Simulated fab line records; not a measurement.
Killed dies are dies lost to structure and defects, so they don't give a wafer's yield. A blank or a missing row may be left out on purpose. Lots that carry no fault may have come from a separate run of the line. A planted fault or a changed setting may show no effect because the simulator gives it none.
What tool caused it?    flow rit_cmos    42 wafers from 14 lots sampled at 3 of the route's 202 steps

== WHAT THE GAUGES READ, wafer by wafer ==
RIT_PWELL_OVL_MEAS_06.
lot   measured     on          PWELL_OVL (nm)
L621  day 1 23:38  overlay-01  2.5 0.6 1.9
L622  day 2 04:04  overlay-02  0.9 3.0 1.7
L625  day 2 19:10  overlay-01  -0.8 -1.7 -0.7
L629  day 3 14:31  overlay-02  1.8 1.2 1.5
L631  day 4 00:04  overlay-01  2.0 4.0 2.4
L633  day 4 11:16  overlay-01  -1.3 -1.0 -1.6
L634  day 4 16:19  overlay-02  2.6 4.0 2.7
L635  day 4 20:01  overlay-01  2.0 2.7 4.0
L636  day 5 00:46  overlay-01  0.0 -1.8 -0.5
L637  day 5 06:18  overlay-01  -2.0 0.8 -0.9
L638  day 5 12:11  overlay-01  3.7 2.1 3.1
L639  day 5 16:59  overlay-02  -0.1 0.1 1.7
L640  day 5 20:46  overlay-01  -0.4 -0.2 -2.1
L643  day 6 12:55  overlay-02  -0.9 1.0 1.5

RIT_NSD_TW_MEAS_10.
lot   measured     on             NSD_TW
L621  day 3 00:38  film_metro-03  3109 3088 3109
L622  day 3 04:56  film_metro-01  3130 3132 3138
L625  day 3 20:12  film_metro-04  3124 3114 3120
L629  day 4 17:53  film_metro-04  3116 3095 3105
L631  day 5 01:32  film_metro-04  3128 3128 3121
L633  day 5 12:08  film_metro-03  3112 3122 3124
L634  day 5 17:56  film_metro-04  3133 3131 3108
L635  day 5 21:51  film_metro-01  3148 3158 3139
L636  day 6 01:43  film_metro-04  3115 3120 3122
L637  day 6 06:57  film_metro-01  3133 3141 3124
L638  day 6 13:35  film_metro-04  3125 3121 3120
L639  day 6 18:17  film_metro-03  3108 3110 3110
L640  day 6 23:53  film_metro-04  3117 3111 3109
L643  day 7 14:07  film_metro-03  3095 3128 3128

== TOOL THAT RAN EACH LOT (tool first, then ch and the chambers of the sampled wafers, then the start) ==
lot   RIT_PRETRO_COAT_01
L621  litho_track-04 ch 0, day 2 07:45
L622  litho_track-01 ch 0, day 2 11:58
L625  litho_track-03 ch 0, day 3 03:05
L629  litho_track-01 ch 0, day 3 22:34
L631  litho_track-01 ch 0, day 4 08:17
L633  litho_track-03 ch 0, day 4 19:07
L634  litho_track-03 ch 0, day 5 00:20
L635  litho_track-04 ch 0, day 5 03:55
L636  litho_track-03 ch 0, day 5 08:28
L637  litho_track-03 ch 0, day 5 14:11
L638  litho_track-04 ch 0, day 5 20:13
L639  litho_track-03 ch 0, day 6 00:42
L640  litho_track-04 ch 0, day 6 04:30
L643  litho_track-04 ch 0, day 6 21:04
- RIT_PRETRO_COAT_01: resist thk 1300 nm.

== AS READ BY THE TOOLS THEMSELVES (means over the sampled wafers that have a number; for cases with no such wafer, the mark the record gives instead) ==
RIT_PRETRO_COAT_01.
lot   tool            dispense_pressure_kPa (kPa)  spin_speed_rpm (rpm)
L621  litho_track-04  49.7                         2001.8
L622  litho_track-01  51.8                         2000.4
L625  litho_track-03  53.6                         1998.1
L629  litho_track-01  51.8                         1926.8
L631  litho_track-01  51.8                         1926.7
L633  litho_track-03  53.6                         1999.8
L634  litho_track-03  53.6                         1998.4
L635  litho_track-04  49.7                         2001.0
L636  litho_track-03  53.6                         2000.2
L637  litho_track-03  53.6                         2000.0
L638  litho_track-04  49.7                         1998.7
L639  litho_track-03  53.6                         2000.2
L640  litho_track-04  49.7                         2000.1
L643  litho_track-04  49.7                         2000.3

== THE ANSWER, worked out from the rows above alone ==
Rule: the usual values come from the lots themselves. The widest of any qualifying gaps counts: lots, ordered by their means at a reading, are off when they make up no more than a third of the lots, leave a main group of 4 or more, and stand apart from it by 3 or more times the standard deviation of that group's means. The tables above print the reading to a certain number of digits; a main group whose means all agree to those digits is not used. Also off: a lot with no number at a reading for which 4 or more lots have one. Where the step has rows for the other lots, those lots are counted as sound. First the gauges in route order, then the tools' own readings, where a lot's mean is used as printed above. The first step at which some lot is off is used, and at that step the reading that is off furthest; a lot without a number counts as furthest.
Off, at RIT_PRETRO_COAT_01 on spin_speed_rpm: L629, L631. Mean 1999.9 rpm and standard deviation 1 in the main group.
If a tool, at that step or one of the process steps before it, ran each lot that is off and ran no sound lot following the first of them, it fits. One fits: RIT_PRETRO_COAT_01 on litho_track-01. Its last sound lot is L622 (day 2 11:58), its first lot that is off L629 (day 3 22:34): a fault that began between those two fits.
The tool's own readings at RIT_PRETRO_COAT_01 bear it out: on the lots that are off they differ by more than 5 times the standard deviation of the sound lots' means. spin_speed_rpm reads 1926.8 rpm there against 1999.9 rpm on the sound lots.

== WHAT WAS PUT IN BY THE SIMULATOR ==
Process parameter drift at RIT_PRETRO_COAT_01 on litho_track-01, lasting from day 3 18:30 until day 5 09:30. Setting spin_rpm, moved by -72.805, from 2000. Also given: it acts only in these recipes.
Shown lots that were struck: L629, L631. The same result came from the rule above.
